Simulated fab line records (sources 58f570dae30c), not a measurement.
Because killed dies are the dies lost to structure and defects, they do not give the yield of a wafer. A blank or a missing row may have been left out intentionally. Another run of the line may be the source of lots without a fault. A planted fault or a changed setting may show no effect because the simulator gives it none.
Chamber matching :: flow berkeley cmos170 :: UCB170_CONTACT_ETCH_17 on rie diel-03 has 4 sister chambers
The step etches BARC in N2/H2. 14 wafers are shown with their chamber, then 7 later ones without.

## WAFERS, EACH WITH ITS CHAMBER
wafer: L470.2
chamber: 1
drypump motor current A (A): 6.4
throttle valve pct (%): 13.25
oes product au (a.u.): 1.022

wafer: L470.3
chamber: 1
drypump motor current A (A): 6.4
throttle valve pct (%): 13.25
oes product au (a.u.): 1.017

wafer: L470.4
chamber: 0
drypump motor current A (A): 5.2
throttle valve pct (%): 13.03
oes product au (a.u.): 0.971

wafer: L473.1
chamber: 3
drypump motor current A (A): 5.5
throttle valve pct (%): 13.21
oes product au (a.u.): 0.982

wafer: L473.4
chamber: 3
drypump motor current A (A): 5.5
throttle valve pct (%): 13.24
oes product au (a.u.): 0.993

wafer: L473.6
chamber: 1
drypump motor current A (A): 6.3
throttle valve pct (%): 13.24
oes product au (a.u.): 1.012

wafer: L479.1
chamber: 1
drypump motor current A (A): 6.3
throttle valve pct (%): 13.24
oes product au (a.u.): 1.026

wafer: L479.2
chamber: 2
drypump motor current A (A): 5.8
throttle valve pct (%): 13.44
oes product au (a.u.): 1.033

wafer: L479.6
chamber: 1
drypump motor current A (A): 6.4
throttle valve pct (%): 13.26
oes product au (a.u.): 1.024

wafer: L485.1
chamber: 2
drypump motor current A (A): 5.8
throttle valve pct (%): 13.45
oes product au (a.u.): 1.031

wafer: L485.5
chamber: 2
drypump motor current A (A): 5.8
throttle valve pct (%): 13.45
oes product au (a.u.): 1.049

wafer: L485.6
chamber: 3
drypump motor current A (A): 5.5
throttle valve pct (%): 13.25
oes product au (a.u.): 0.965

wafer: L487.2
chamber: 3
drypump motor current A (A): 5.5
throttle valve pct (%): 13.26
oes product au (a.u.): 0.964

wafer: L487.4
chamber: 0
drypump motor current A (A): 5.3
throttle valve pct (%): 13.02
oes product au (a.u.): 0.956

SIGNATURES, as means of the wafers listed above
reading: drypump motor current A
chamber 0: 5.250
chamber 1: 6.360
chamber 2: 5.800
chamber 3: 5.500
scatter within a chamber: 0.0412

reading: throttle valve pct
chamber 0: 13.0250
chamber 1: 13.2480
chamber 2: 13.4467
chamber 3: 13.2400
scatter within a chamber: 0.0134

reading: oes product au
chamber 0: 0.96350
chamber 1: 1.02020
chamber 2: 1.03767
chamber 3: 0.97600
scatter within a chamber: 0.0101
Rule: a wafer's distance from a chamber is the root of the sum, over the readings, of the square of ((its reading less the chamber's mean) divided by the reading's scatter). If the next closest chamber is less than 2 further off than the closest, the wafer can't be placed; otherwise it belongs to the closest. The scatter: the root of (the sum of the squares of (reading less its chamber's mean) over the shown wafers, divided by (wafers less chambers)).

## WAFERS WITHOUT THEIR CHAMBER
wafer: L487.6
drypump motor current A (A): 6.3
throttle valve pct (%): 13.25
oes product au (a.u.): 1.024

wafer: L491.3
drypump motor current A (A): 5.5
throttle valve pct (%): 13.27
oes product au (a.u.): 0.943

wafer: L491.5
drypump motor current A (A): 6.4
throttle valve pct (%): 13.25
oes product au (a.u.): 1.015

wafer: L491.6
drypump motor current A (A): 5.2
throttle valve pct (%): 13.03
oes product au (a.u.): 0.944

wafer: L493.1
drypump motor current A (A): 5.5
throttle valve pct (%): 13.24
oes product au (a.u.): 0.956

wafer: L493.4
drypump motor current A (A): 6.4
throttle valve pct (%): 13.25
oes product au (a.u.): 1.020

wafer: L493.5
drypump motor current A (A): 6.4
throttle valve pct (%): 13.25
oes product au (a.u.): 1.019

## WHICH CHAMBER EACH WENT THROUGH
wafer: L487.6
from the rows above: 1
in truth: 1

wafer: L491.3
from the rows above: 3
in truth: 3

wafer: L491.5
from the rows above: 1
in truth: 1

wafer: L491.6
from the rows above: 0
in truth: 0

wafer: L493.1
from the rows above: 3
in truth: 3

wafer: L493.4
from the rows above: 1
in truth: 1

wafer: L493.5
from the rows above: 1
in truth: 1
Correctly placed: 7 of 7. Left unplaced by these rows: 0. Placed wrongly: 0.
